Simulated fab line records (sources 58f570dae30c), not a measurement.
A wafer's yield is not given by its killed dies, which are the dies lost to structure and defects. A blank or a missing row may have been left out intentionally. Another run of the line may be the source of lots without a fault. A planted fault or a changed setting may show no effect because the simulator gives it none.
Commonality check across tools :: flow berkeley cmos170 :: 16 lots, 60 wafers sampled

== REASON IT WAS OPENED ==
Of 16 lots, 4 have the reading NWELL_NITRIDE_THK flagged at UCB170_NWELL_THK_MEAS_05. No-fault wafers: 224.4 nm, standard deviation 1.9.
Rule: a lot is flagged in two cases, either no wafer of it has a number, or all its wafers with numbers fall more than 4 standard deviations from that mean. The rest of the lots are taken to be sound.

lot: L173
measured: day 2 01:59
on: film metro-02
NWELL_NITRIDE_THK (nm), wafer by wafer: 223.8 223.2 225.2
flag: 

lot: L174
measured: day 2 10:39
on: film metro-02
NWELL_NITRIDE_THK (nm), wafer by wafer: 219.7 222.7 221.5
flag: 

lot: L175
measured: day 2 20:28
on: film metro-03
NWELL_NITRIDE_THK (nm), wafer by wafer: 225.2 223.5 225.1
flag: 

lot: L176
measured: day 2 23:51
on: film metro-04
NWELL_NITRIDE_THK (nm), wafer by wafer: 223.3 225.4 224.4
flag: 

lot: L177
measured: day 2 23:51
on: film metro-02
NWELL_NITRIDE_THK (nm), wafer by wafer: 222.3 220.4 222.1
flag: 

lot: L178
measured: day 3 10:29
on: film metro-02
NWELL_NITRIDE_THK (nm), wafer by wafer: 224.6 227.0 224.9
flag: 

lot: L179
measured: day 3 14:32
on: film metro-02
NWELL_NITRIDE_THK (nm), wafer by wafer: 223.2 224.4 221.0
flag: 

lot: L180
measured: day 3 14:32
on: film metro-04
NWELL_NITRIDE_THK (nm), wafer by wafer: 223.9 222.8 223.7
flag: 

lot: L181
measured: day 3 18:36
on: film metro-03
NWELL_NITRIDE_THK (nm), wafer by wafer: 222.2 222.0 224.5
flag: 

lot: L182
measured: day 3 23:30
on: film metro-02
NWELL_NITRIDE_THK (nm), wafer by wafer: 225.8 223.3 223.6
flag: 

lot: L183
measured: day 4 04:07
on: film metro-04
NWELL_NITRIDE_THK (nm), wafer by wafer: 222.7 223.4 220.6
flag: 

lot: L184
measured: day 4 12:03
on: film metro-03
NWELL_NITRIDE_THK (nm), wafer by wafer: 256.4 258.8 258.7 256.5 258.7 258.7
flag: FLAGGED

lot: L185
measured: day 4 16:48
on: film metro-04
NWELL_NITRIDE_THK (nm), wafer by wafer: 259.3 257.9 257.2 259.2 257.5 257.1
flag: FLAGGED

lot: L186
measured: day 5 00:54
on: film metro-03
NWELL_NITRIDE_THK (nm), wafer by wafer: 257.4 256.4 257.2 257.3 256.8 257.2
flag: FLAGGED

lot: L187
measured: day 5 00:54
on: film metro-04
NWELL_NITRIDE_THK (nm), wafer by wafer: 255.7 257.5 258.1 255.8 257.8 258.2
flag: FLAGGED

lot: L195
measured: day 6 19:41
on: film metro-03
NWELL_NITRIDE_THK (nm), wafer by wafer: 222.9 224.1 222.5
flag: 
The numbers of the flagged lots are 257.6 nm on average: +33.2 nm against the usual, or +17 standard deviations.

== LOT BY LOT: THE TOOL USED ==
The record keeps 1 process step preceding the reading, out of 331 steps on the route. Read each cell as the tool, then ch plus the chambers that the sampled wafers visited, then the start.
lot: L173
flag: 
UCB170_NWELL_CVD_04: lpcvd-01 ch 1, day 2 00:04

lot: L174
flag: 
UCB170_NWELL_CVD_04: lpcvd-02 ch 1, day 2 08:43

lot: L175
flag: 
UCB170_NWELL_CVD_04: lpcvd-01 ch 1, day 2 18:32

lot: L176
flag: 
UCB170_NWELL_CVD_04: lpcvd-02 ch 0, day 2 21:55

lot: L177
flag: 
UCB170_NWELL_CVD_04: lpcvd-02 ch 0, day 2 21:55

lot: L178
flag: 
UCB170_NWELL_CVD_04: lpcvd-01 ch 0, day 3 08:34

lot: L179
flag: 
UCB170_NWELL_CVD_04: lpcvd-01 ch 1, day 3 12:37

lot: L180
flag: 
UCB170_NWELL_CVD_04: lpcvd-01 ch 1, day 3 12:37

lot: L181
flag: 
UCB170_NWELL_CVD_04: lpcvd-02 ch 0, day 3 16:38

lot: L182
flag: 
UCB170_NWELL_CVD_04: lpcvd-02 ch 1, day 3 21:34

lot: L183
flag: 
UCB170_NWELL_CVD_04: lpcvd-01 ch 0, day 4 02:10

lot: L184
flag: FLAGGED
UCB170_NWELL_CVD_04: lpcvd-01 ch 0, day 4 10:07

lot: L185
flag: FLAGGED
UCB170_NWELL_CVD_04: lpcvd-01 ch 0, day 4 14:52

lot: L186
flag: FLAGGED
UCB170_NWELL_CVD_04: lpcvd-01 ch 0, day 4 22:57

lot: L187
flag: FLAGGED
UCB170_NWELL_CVD_04: lpcvd-01 ch 1, day 4 22:57

lot: L195
flag: 
UCB170_NWELL_CVD_04: lpcvd-02 ch 0, day 6 17:44
What is done by these steps:
- UCB170_NWELL_CVD_04: deposits Si3N4 from SiH2Cl2/NH3, target thk 224 nm, time 3360 s.
- UCB170_NWELL_THK_MEAS_05

== FLAGGED OVER TOTAL, TOOL BY TOOL (the gauges that took the reading come last) ==
step: UCB170_NWELL_CVD_04
tool: lpcvd-01
lots run: 10
flagged: 4
share of the flagged lots: all
sound lots run after its first flagged lot: 0

step: UCB170_NWELL_CVD_04
tool: lpcvd-02
lots run: 6
flagged: 0
share of the flagged lots: none
sound lots run after its first flagged lot: -

step: UCB170_NWELL_THK_MEAS_05
tool: film metro-02
lots run: 6
flagged: 0
share of the flagged lots: none
sound lots run after its first flagged lot: -

step: UCB170_NWELL_THK_MEAS_05
tool: film metro-03
lots run: 5
flagged: 2
share of the flagged lots: some
sound lots run after its first flagged lot: 1 (L195)

step: UCB170_NWELL_THK_MEAS_05
tool: film metro-04
lots run: 5
flagged: 2
share of the flagged lots: some
sound lots run after its first flagged lot: 0

== WHAT IS ALLOWED BY THE TABLE ==
All flagged lots share 1 row of the table, namely lpcvd-01 at UCB170_NWELL_CVD_04.
- lpcvd-01 at UCB170_NWELL_CVD_04: 4 of its 10 lots flagged. It ran its last sound lot, L183, at day 4 02:10 and its first flagged lot, L184, at day 4 10:07: a fault with its onset between the two fits. Its own readings (nh3 flow sccm) fall more than 4 standard deviations out on all wafers of the flagged lots.
lpcvd-01 at UCB170_NWELL_CVD_04 is the single tool remaining.

== WHAT THE SIMULATOR HAD PUT IN ==
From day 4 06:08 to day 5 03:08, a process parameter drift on lpcvd-01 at UCB170_NWELL_CVD_04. Setting nh3 flow sccm, moved by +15, from 75. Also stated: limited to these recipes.
Struck lots among those shown: L184, L185, L186, L187. The rule above reached the same finding.
